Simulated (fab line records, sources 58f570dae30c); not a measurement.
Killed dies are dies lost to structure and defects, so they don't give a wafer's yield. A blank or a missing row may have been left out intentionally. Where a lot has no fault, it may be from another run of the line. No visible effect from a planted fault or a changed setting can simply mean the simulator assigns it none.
fab line records    flow berkeleyCmos170
record: lots: 14  wafers: 42  lastDay: 11
route steps=331 shown FIELD@96 GATE@143 M2@272
lots with no fault: from the same line, run without faults
startH: the number of hours between the record's first day and the start of the first shown wafer of the lot    waitH: time in hours since the lot's previous step    " unchanged from the row above    L1.1+2: one row covering several wafers at once    - no value, or no start given    * or withheld: withheld    < > ~ a bound
route shown NAME@n: names a module that has steps shown in the file, with the first one's number in the route    usual: mean and standard deviation over wafers with no fault    same: alike in all rows    chamber/n: place in a boat    sites: each site's reading    _std_site: the standard deviation of these    _edge_site: mean of outer sites minus mean of inner sites    radiusMm: for every site, how far away it sits from the centre of the wafer    mask NAME#n: copy n    behind: the most recent tool/chamber to have shaped the wafer    hold: the reason the lot was held/the length of the hold in hours/how it ended    device: the n, p or np transistor that did not switch    end of line: tests run on the same wafers once the route is complete    a step without rows: its recipe alone    killed: the dies lost at the first sort to structure and to defects; this is not the yield of the wafer    map: the dies of a wafer, with x for killed, . for not killed, _ for no die there
set.NAME: the setting the step ran with; set.NAME@STEP: the setting that earlier step ran with    model.NAME: the simulator's own value behind a step, which no gauge read
steps of the route over a sample of lots; a table a step, a row a wafer
services: from which hour (startH, from the record's first day; less than 0 if before it) a tool's chamber was out of use, for how many hours, and why
== steps ==
step: UCB170_FIELD_THK_MEAS_90
recipe: reads: SiO2_of_FIELD_OXIDATION_01
usual: FIELD_OXIDE_LEFT_1_THK: 449/12
lot.wafer  tool          chamber  startH  waitH  FIELD_OXIDE_LEFT_1_THK[nm]
L341.2     filmMetro-02  -        108.33  0.0    458
L341.4     "             -        "       "      460
L341.6     "             -        "       "      458
L342.1     filmMetro-03  -        120.87  0.0    454
L342.5     "             -        "       "      455
L342.6     "             -        "       "      458
L343.2     filmMetro-02  -        120.88  0.0    473
L343.3     "             -        "       "      463
L343.6     "             -        "       "      467
L345.1     filmMetro-03  -        132.03  0.0    469
L345.3     "             -        "       "      467
L345.5     "             -        "       "      461
L346.2     filmMetro-02  -        132.04  0.0    460
L346.3     "             -        "       "      457
L346.4     "             -        "       "      451
L349.1     filmMetro-03  -        137.40  0.0    450
L349.3     "             -        "       "      456
L349.4     "             -        "       "      455
L350.2     filmMetro-02  -        137.41  0.0    464
L350.3     "             -        "       "      465
L350.4     "             -        "       "      468
L347.2     filmMetro-02  -        137.47  0.1    458
L347.5     "             -        "       "      458
L347.6     "             -        "       "      453
L348.2     filmMetro-03  -        137.47  0.1    449
L348.4     "             -        "       "      454
L348.5     "             -        "       "      453
L352.3     filmMetro-03  -        150.85  0.1    450
L352.4     "             -        "       "      468
L352.5     "             -        "       "      467
L358.2     filmMetro-04  -        168.40  0.0    452
L358.3     "             -        "       "      449
L358.5     "             -        "       "      456
L355.2     filmMetro-03  -        168.41  0.0    452
L355.4     "             -        "       "      448
L355.6     "             -        "       "      443
L361.1     filmMetro-02  -        191.03  0.0    445
L361.2     "             -        "       "      442
L361.5     "             -        "       "      445
L362.2     filmMetro-03  -        191.04  0.0    437
L362.5     "             -        "       "      439
L362.6     "             -        "       "      441
step: UCB170_GATE_CD_MEAS_90
recipe: targetCdNm: 350
usual: cdNm: 350.1/1.6
lot.wafer  tool      chamber  startH  waitH  cdNm
L342.1     cdSem-01  -        139.93  0.1    349.6
L342.5     "         -        "       "      348.5
L342.6     "         -        "       "      349.7
L341.2     cdSem-02  -        140.17  0.1    349.3
L341.4     "         -        "       "      348.6
L341.6     "         -        "       "      349.1
L343.2     cdSem-01  -        148.42  0.1    350.0
L343.3     "         -        "       "      350.4
L343.6     "         -        "       "      346.9
L346.2     cdSem-01  -        158.15  0.1    350.2
L346.3     "         -        "       "      350.4
L346.4     "         -        "       "      349.6
L345.1     cdSem-02  -        158.33  0.1    352.0
L345.3     "         -        "       "      352.6
L345.5     "         -        "       "      350.7
L349.1     cdSem-02  -        163.82  0.1    350.0
L349.3     "         -        "       "      348.9
L349.4     "         -        "       "      351.6
L347.2     cdSem-02  -        164.13  0.1    348.9
L347.5     "         -        "       "      349.2
L347.6     "         -        "       "      350.0
L350.2     cdSem-01  -        164.84  0.1    347.8
L350.3     "         -        "       "      347.8
L350.4     "         -        "       "      348.3
L348.2     cdSem-01  -        165.12  0.1    347.7
L348.4     "         -        "       "      347.0
L348.5     "         -        "       "      349.3
L352.3     cdSem-01  -        177.63  0.1    352.9
L352.4     "         -        "       "      352.3
L352.5     "         -        "       "      351.9
L355.2     cdSem-02  -        200.39  0.1    350.7
L355.4     "         -        "       "      349.9
L355.6     "         -        "       "      351.4
L358.2     cdSem-02  -        201.05  0.1    350.7
L358.3     "         -        "       "      350.1
L358.5     "         -        "       "      351.4
L361.1     cdSem-02  -        220.73  0.1    350.5
L361.2     "         -        "       "      349.2
L361.5     "         -        "       "      350.4
L362.2     cdSem-02  -        220.87  0.1    354.9
L362.5     "         -        "       "      351.8
L362.6     "         -        "       "      353.8
step: UCB170_M2_SPUTTER_01
recipe: material: Al  targetThkNm: 900  timeS: 120  powerW: 6000  chamberPressurePa: 0.5
usual: throttleValvePct: 30.3/1.2
lot.wafer  tool           chamber  startH  waitH  throttleValvePct
L342.1     pvdSputter-01  -        172.67  0.0    28.8
L342.5     "              -        "       "      31.7
L342.6     "              -        "       "      31.6
L341.2     pvdSputter-03  -        173.00  0.0    30.2
L341.4     "              -        "       "      30.4
L341.6     "              -        "       "      30.2
L343.2     pvdSputter-03  -        182.55  0.0    29.2
L343.3     "              -        "       "      30.0
L343.6     "              -        "       "      30.5
L345.1     pvdSputter-03  -        189.37  0.0    30.3
L345.3     "              -        "       "      30.2
L345.5     "              -        "       "      29.1
L346.2     pvdSputter-01  -        190.44  0.0    31.7
L346.3     "              -        "       "      31.7
L346.4     "              -        "       "      29.1
L350.2     pvdSputter-01  -        198.87  0.0    28.9
L350.3     "              -        "       "      31.6
L350.4     "              -        "       "      30.7
L347.2     pvdSputter-02  -        199.05  0.0    27.8
L347.5     "              -        "       "      30.2
L347.6     "              -        "       "      27.9
L349.1     pvdSputter-03  -        199.17  0.0    30.4
L349.3     "              -        "       "      29.4
L349.4     "              -        "       "      29.2
L348.2     pvdSputter-01  -        199.47  0.0    31.3
L348.4     "              -        "       "      28.5
L348.5     "              -        "       "      31.5
L352.3     pvdSputter-03  -        210.65  0.0    30.4
L352.4     "              -        "       "      30.4
L352.5     "              -        "       "      29.4
L355.2     pvdSputter-01  -        235.45  0.0    31.6
L355.4     "              -        "       "      31.4
L355.6     "              -        "       "      31.7
L358.2     pvdSputter-03  -        237.66  0.0    29.3
L358.3     "              -        "       "      30.1
L358.5     "              -        "       "      30.2
L361.1     pvdSputter-03  -        256.32  0.0    30.4
L361.2     "              -        "       "      29.4
L361.5     "              -        "       "      30.2
L362.2     pvdSputter-02  -        256.56  0.0    29.8
L362.5     "              -        "       "      31.2
L362.6     "              -        "       "      27.8
step: UCB170_M2_RS_MEAS_02
recipe: thkMeasGauge: four-point-probe  reads: Al_of_M2_SPUTTER_01
usual: M2_AL_RS: 0.0324/0.00038
lot.wafer  tool          chamber  startH  waitH  hold                     M2_AL_RS[ohm/sq]
L342.1     filmMetro-02  -        172.77  0.1    -                        0.0329
L342.5     "             -        "       "      -                        0.0330
L342.6     "             -        "       "      -                        0.0323
L341.2     filmMetro-03  -        173.10  0.1    -                        0.0329
L341.4     "             -        "       "      -                        0.0327
L341.6     "             -        "       "      -                        0.0327
L343.2     filmMetro-02  -        182.66  0.1    -                        0.0329
L343.3     "             -        "       "      -                        0.0325
L343.6     "             -        "       "      -                        0.0326
L345.1     filmMetro-04  -        189.45  0.0    -                        0.0327
L345.3     "             -        "       "      -                        0.0329
L345.5     "             -        "       "      -                        0.0331
L346.2     filmMetro-03  -        190.54  0.1    -                        0.0327
L346.3     "             -        "       "      -                        0.0320
L346.4     "             -        "       "      -                        0.0323
L350.2     filmMetro-04  -        198.97  0.1    -                        0.0327
L350.3     "             -        "       "      -                        0.0320
L350.4     "             -        "       "      -                        0.0329
L347.2     filmMetro-04  -        199.16  0.1    -                        0.0319
L347.5     "             -        "       "      -                        0.0321
L347.6     "             -        "       "      -                        0.0320
L349.1     filmMetro-02  -        199.26  0.0    -                        0.0329
L349.3     "             -        "       "      -                        0.0326
L349.4     "             -        "       "      -                        0.0331
L348.2     filmMetro-04  -        199.57  0.1    awaitDispo/0.2h/release  0.0222
L348.4     "             -        "       "      awaitDispo/0.2h/release  0.0223
L348.5     "             -        "       "      awaitDispo/0.2h/release  0.0221
L348.2     filmMetro-04  -        199.86  0.3    -                        0.0223
L348.4     "             -        "       "      -                        0.0223
L348.5     "             -        "       "      -                        0.0221
L352.3     filmMetro-04  -        210.78  0.1    -                        0.0324
L352.4     "             -        "       "      -                        0.0325
L352.5     "             -        "       "      -                        0.0323
L355.2     filmMetro-04  -        235.56  0.1    awaitDispo/0.2h/release  0.0220
L355.4     "             -        "       "      awaitDispo/0.2h/release  0.0221
L355.6     "             -        "       "      awaitDispo/0.2h/release  0.0219
L355.2     filmMetro-04  -        235.84  0.3    -                        0.0220
L355.4     "             -        "       "      -                        0.0221
L355.6     "             -        "       "      -                        0.0219
L358.2     filmMetro-04  -        237.77  0.1    -                        0.0324
L358.3     "             -        "       "      -                        0.0327
L358.5     "             -        "       "      -                        0.0321
L361.1     filmMetro-04  -        256.40  0.0    -                        0.0320
L361.2     "             -        "       "      -                        0.0320
L361.5     "             -        "       "      -                        0.0321
L362.2     filmMetro-02  -        256.66  0.1    -                        0.0320
L362.5     "             -        "       "      -                        0.0318
L362.6     "             -        "       "      -                        0.0319
step: UCB170_M2_THK_MEAS_03
recipe: thkMeasGauge: xrf  reads: Al_of_M2_SPUTTER_01
usual: M2_AL_THK: 894/14
lot.wafer  tool          chamber  startH  waitH  hold                     M2_AL_THK[nm]
L342.1     filmMetro-02  -        172.89  0.1    -                        898
L342.5     "             -        "       "      -                        892
L342.6     "             -        "       "      -                        911
L341.2     filmMetro-03  -        173.21  0.1    -                        876
L341.4     "             -        "       "      -                        879
L341.6     "             -        "       "      -                        882
L343.2     filmMetro-02  -        182.77  0.1    -                        897
L343.3     "             -        "       "      -                        909
L343.6     "             -        "       "      -                        903
L345.1     filmMetro-04  -        189.57  0.1    -                        880
L345.3     "             -        "       "      -                        865
L345.5     "             -        "       "      -                        862
L346.2     filmMetro-03  -        190.65  0.1    -                        876
L346.3     "             -        "       "      -                        891
L346.4     "             -        "       "      -                        886
L350.2     filmMetro-04  -        199.08  0.1    -                        875
L350.3     "             -        "       "      -                        894
L350.4     "             -        "       "      -                        873
L347.2     filmMetro-04  -        199.27  0.1    -                        896
L347.5     "             -        "       "      -                        892
L347.6     "             -        "       "      -                        893
L349.1     filmMetro-02  -        199.38  0.1    -                        891
L349.3     "             -        "       "      -                        895
L349.4     "             -        "       "      -                        884
L348.2     filmMetro-04  -        204.54  4.7    awaitDispo/0.2h/release  1275
L348.4     "             -        "       "      awaitDispo/0.2h/release  1283
L348.5     "             -        "       "      awaitDispo/0.2h/release  1293
L348.2     filmMetro-04  -        204.76  0.2    -                        1285
L348.4     "             -        "       "      -                        1287
L348.5     "             -        "       "      -                        1285
L352.3     filmMetro-04  -        210.88  0.1    -                        882
L352.4     "             -        "       "      -                        880
L352.5     "             -        "       "      -                        884
L358.2     filmMetro-04  -        237.88  0.1    -                        887
L358.3     "             -        "       "      -                        874
L358.5     "             -        "       "      -                        895
L355.2     filmMetro-04  -        240.04  4.2    awaitDispo/0.2h/release  1296
L355.4     "             -        "       "      awaitDispo/0.2h/release  1296
L355.6     "             -        "       "      awaitDispo/0.2h/release  1309
L355.2     filmMetro-04  -        240.27  0.2    -                        1295
L355.4     "             -        "       "      -                        1297
L355.6     "             -        "       "      -                        1302
L361.1     filmMetro-04  -        256.52  0.1    -                        896
L361.2     "             -        "       "      -                        899
L361.5     "             -        "       "      -                        899
L362.2     filmMetro-02  -        256.77  0.1    -                        909
L362.5     "             -        "       "      -                        914
L362.6     "             -        "       "      -                        915
step: UCB170_M2_CD_MEAS_15
recipe: targetCdNm: 700
usual: cdNm: 699.9/1.2
lot.wafer  tool      chamber  startH  waitH  cdNm
L342.1     cdSem-01  -        175.09  -      700.1
L342.5     "         -        "       "      699.9
L342.6     "         -        "       "      699.3
L341.2     cdSem-01  -        175.83  -      699.8
L341.4     "         -        "       "      699.3
L341.6     "         -        "       "      699.7
L343.2     cdSem-02  -        184.44  -      699.0
L343.3     "         -        "       "      698.4
L343.6     "         -        "       "      699.3
L345.1     cdSem-01  -        192.68  -      701.5
L345.3     "         -        "       "      701.7
L345.5     "         -        "       "      700.7
L346.2     cdSem-02  -        193.12  -      698.4
L346.3     "         -        "       "      698.9
L346.4     "         -        "       "      699.4
L350.2     cdSem-01  -        202.29  -      699.9
L350.3     "         -        "       "      700.0
L350.4     "         -        "       "      702.7
L349.1     cdSem-02  -        202.82  -      699.5
L349.3     "         -        "       "      701.0
L349.4     "         -        "       "      699.1
L347.2     cdSem-02  -        203.12  -      700.9
L347.5     "         -        "       "      701.2
L347.6     "         -        "       "      699.9
L348.2     cdSem-02  -        211.13  -      700.8
L348.4     "         -        "       "      700.5
L348.5     "         -        "       "      700.5
L352.3     cdSem-01  -        212.76  -      699.5
L352.4     "         -        "       "      700.1
L352.5     "         -        "       "      700.4
L358.2     cdSem-02  -        240.44  -      697.8
L358.3     "         -        "       "      698.2
L358.5     "         -        "       "      699.7
L355.2     cdSem-01  -        244.23  -      698.3
L355.4     "         -        "       "      699.5
L355.6     "         -        "       "      699.2
L361.1     cdSem-01  -        258.65  -      701.6
L361.2     "         -        "       "      702.3
L361.5     "         -        "       "      701.4
L362.2     cdSem-02  -        258.95  -      699.6
L362.5     "         -        "       "      699.0
L362.6     "         -        "       "      699.7
step: UCB170_M2_METAL_ETCH_18
recipe: chemistry: Cl2/BCl3  target: Al  stopOn: SiO2  pressureMtorr: 12  targetDepthA: 11700  overEtchFrac: 0.3  timeS: 195  icpW: 600  biasW: 120  Cl2_flow_sccm: 90  bcl3FlowSccm: 45
usual: biasW: 119.9/0.36  drypumpMotorCurrentA: 5.6/0.42  heBacksideLeakSccm: 3.4/0.46  oesProductAu: 0.851/0.011  throttleValvePct: 24.70/0.2
lot.wafer  tool         chamber  startH  waitH  biasW  drypumpMotorCurrentA  heBacksideLeakSccm  oesProductAu  rfHoursCounterH  throttleValvePct
L342.1     rieMetal-04  0        175.29  -      119.9  5.9                   3.0                 0.846         4                24.93
L342.5     "            1        "       "      120.3  5.8                   3.4                 0.860         -                24.87
L342.6     "            0        "       "      120.1  5.9                   3.1                 0.858         -                24.94
L341.2     rieMetal-01  0        176.01  -      119.6  5.0                   3.4                 0.846         1                24.72
L341.4     "            1        "       "      120.3  5.0                   3.6                 0.835         -                24.58
L341.6     "            0        "       "      119.9  5.0                   3.5                 0.852         -                24.72
L343.2     rieMetal-04  1        184.61  -      119.8  5.8                   3.3                 0.856         10               24.86
L343.3     "            0        "       "      119.9  5.9                   3.1                 0.848         -                24.95
L343.6     "            0        "       "      119.9  5.9                   3.1                 0.853         -                24.93
L345.1     rieMetal-03  0        192.88  -      120.8  5.6                   3.6                 0.853         8                24.73
L345.3     "            0        "       "      120.3  5.6                   3.5                 0.853         -                24.73
L345.5     "            0        "       "      120.0  5.7                   3.7                 0.844         -                24.74
L346.2     rieMetal-04  1        193.29  -      119.4  5.8                   3.1                 0.870         10               24.86
L346.3     "            1        "       "      119.7  5.8                   3.0                 0.869         -                24.85
L346.4     "            0        "       "      119.6  5.9                   3.1                 0.856         -                24.94
L350.2     rieMetal-01  1        202.47  -      119.8  5.0                   3.9                 0.831         6                24.56
L350.3     "            0        "       "      119.9  5.0                   3.7                 0.855         -                24.72
L350.4     "            1        "       "      120.5  5.0                   3.7                 0.833         -                24.58
L349.1     rieMetal-03  0        203.02  -      119.5  5.7                   3.5                 0.848         9                24.73
L349.3     "            0        "       "      120.2  5.6                   3.6                 0.844         -                24.73
L349.4     "            1        "       "      119.9  6.0                   3.3                 0.827         -                24.30
L347.2     rieMetal-01  1        203.30  -      120.0  5.0                   3.4                 0.839         6                24.56
L347.5     "            0        "       "      119.7  5.0                   3.7                 0.850         -                24.70
L347.6     "            1        "       "      120.1  5.0                   3.4                 0.841         -                24.57
L348.2     rieMetal-04  0        211.31  -      119.8  5.9                   5.4                 1.000         5                24.87
L348.4     "            1        "       "      120.1  5.8                   3.2                 1.023         -                24.79
L348.5     "            0        "       "      119.9  5.9                   2.9                 0.998         -                24.87
L352.3     rieMetal-04  0        212.98  -      120.1  5.9                   3.0                 0.853         -                24.94
L352.4     "            1        "       "      119.8  5.8                   3.6                 0.864         -                24.88
L352.5     "            1        "       "      120.0  5.8                   3.3                 0.864         -                24.88
L358.2     rieMetal-04  1        240.61  -      120.0  5.8                   3.4                 0.865         11               24.88
L358.3     "            0        "       "      119.7  5.9                   3.0                 0.848         -                24.95
L358.5     "            1        "       "      120.3  5.8                   3.2                 0.868         -                24.87
L355.2     rieMetal-03  1        245.53  -      119.9  6.0                   3.1                 0.995         3                24.25
L355.4     "            1        "       "      120.2  6.0                   3.4                 0.992         -                24.23
L355.6     "            0        "       "      119.7  5.6                   3.3                 0.971         -                24.66
L361.1     rieMetal-01  1        258.85  -      120.0  5.0                   3.6                 0.840         8                24.56
L361.2     "            0        "       "      119.9  5.0                   3.6                 0.859         3                24.72
L361.5     "            0        "       "      119.8  5.0                   3.5                 0.854         -                24.72
L362.2     rieMetal-04  1        259.19  -      119.9  5.8                   3.5                 0.872         -                24.87
L362.5     "            1        "       "      119.6  5.8                   3.0                 0.875         -                24.86
L362.6     "            1        "       "      119.4  5.8                   3.3                 0.873         -                24.86
== services ==
tool           chamber  startH  hours  kind
rieMetal-04    -        150.25  14.6   pm
pvdSputter-01  -        203.03  27.5   repair
pvdSputter-03  3        204.91  -      consumableReplace:kit
pvdSputter-03  3        204.91  18.0   scheduledDown
pvdSputter-03  3        204.91  18.0   ventCycle
rieMetal-03    0        218.48  12.8   repair
rieMetal-01    -        241.27  1.4    pm
rieMetal-04    0        255.73  9.6    repair
== key ==
firstSign: step: UCB170_M2_RS_MEAS_02  reading: visit  direction: added
effect: step: UCB170_M2_RS_MEAS_02  reading: M2_AL_RS  direction: down  sigmas: 27  usual: 0.0324  struck: 0.0221
effect: step: UCB170_M2_THK_MEAS_03  reading: visit  direction: added
effect: step: UCB170_M2_THK_MEAS_03  reading: M2_AL_THK  direction: up  sigmas: 28  usual: 894  struck: 1292
effect: step: UCB170_M2_METAL_ETCH_18  reading: oesProductAu  direction: up  sigmas: 13  usual: 0.851  struck: 0.996
metAt UCB170_M2_SPUTTER_01
struckLots L348,L355
laterRowsLeftOut L348.2,L348.5,L355.2,L355.4,L355.6
sortLeftOut L348.2,L348.4,L348.5,L355.2,L355.4,L355.6
notActingAt UCB170_FIELD_THK_MEAS_90,UCB170_GATE_CD_MEAS_90,UCB170_M2_CD_MEAS_15
onsetBetween 198.87 199.47
fault: kind: processParameterDrift  tool: pvdSputter-01  chamber: -  onsetH: 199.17  steps: UCB170_M2_SPUTTER_01  channel: timeS  offset: *  shape: step  endH: 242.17  actsIn: *  stated: *
sortLeftOut: the simulated sort isn't trusted on such a fault, so these wafers' sort isn't shown, and their yield isn't known
laterRowsLeftOut: the simulator's readings of these wafers behind a module that went badly wrong aren't trusted and aren't shown, but for the sort
